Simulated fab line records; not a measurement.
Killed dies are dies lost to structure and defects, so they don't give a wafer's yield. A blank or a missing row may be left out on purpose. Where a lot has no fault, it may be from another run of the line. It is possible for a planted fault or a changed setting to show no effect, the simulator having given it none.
Which tool is to blame? | flow rit_cmos | at 1 step of a route of 202, 9 lots with 27 wafers sampled

== WHAT EACH GAUGE READ, for each wafer ==
RIT_REOX_THK_MEAS_04.
lot  | measured    | on            | REOX_OXIDE_THK (nm)
L990 | day 4 10:04 | film_metro-04 | 28.2 28.4 28.1
L992 | day 4 20:31 | film_metro-04 | 28.7 29.4 28.8
L995 | day 5 15:42 | film_metro-01 | 24.5 25.0 24.4
L997 | day 5 23:36 | film_metro-02 | 25.3 25.3 25.3
L999 | day 6 04:40 | film_metro-02 | 25.2 25.5 25.7
L101 | day 6 16:03 | film_metro-01 | 25.1 25.2 25.3
L103 | day 7 02:01 | film_metro-02 | 26.0 25.6 25.6
L104 | day 7 06:29 | film_metro-02 | 26.1 25.9 25.6
L105 | day 7 11:52 | film_metro-02 | 25.0 24.8 24.8

== WHICH TOOL RAN EACH LOT (tool, then ch and the chambers of the sampled wafers, then the start) ==
Record: no process step prior to these readings.

== THE ANSWER, worked out from the rows above alone ==
Rule: the lots themselves supply what counts as usual. Put in order of their means at a reading, lots are off if they are a third of the lots or fewer, leave a main group of 4 or more, and stand apart from it by a gap of 3 or more times the standard deviation of the main group's means; of several such gaps the widest counts. A main group whose means are all the same, to the digits that the tables above print for the reading, isn't used. Also off: a lot with no number at a reading for which 4 or more lots have one. Any other lot the step has rows for is counted as sound.
Off: L990, L992, at RIT_REOX_THK_MEAS_04 (REOX_OXIDE_THK). The main group has a mean of 25.3 nm with a standard deviation of 0.41.
A tool fits if, at a process step before that reading, it ran every lot that is off, and no sound lot after the first of them. The gauges at RIT_REOX_THK_MEAS_04 are tried like those tools. One candidate fits, namely film_metro-04 at RIT_REOX_THK_MEAS_04. It ran no sound lot before its first lot that is off in this sample, so the start can't be narrowed down.

== WHAT HAD BEEN PUT IN BY THE SIMULATOR ==
Metrology matching offset: film_metro-04, from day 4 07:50 on, at RIT_REOX_THK_MEAS_04. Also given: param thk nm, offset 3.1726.
Shown lots that were struck: L990, L992. The same result came from the rule above.
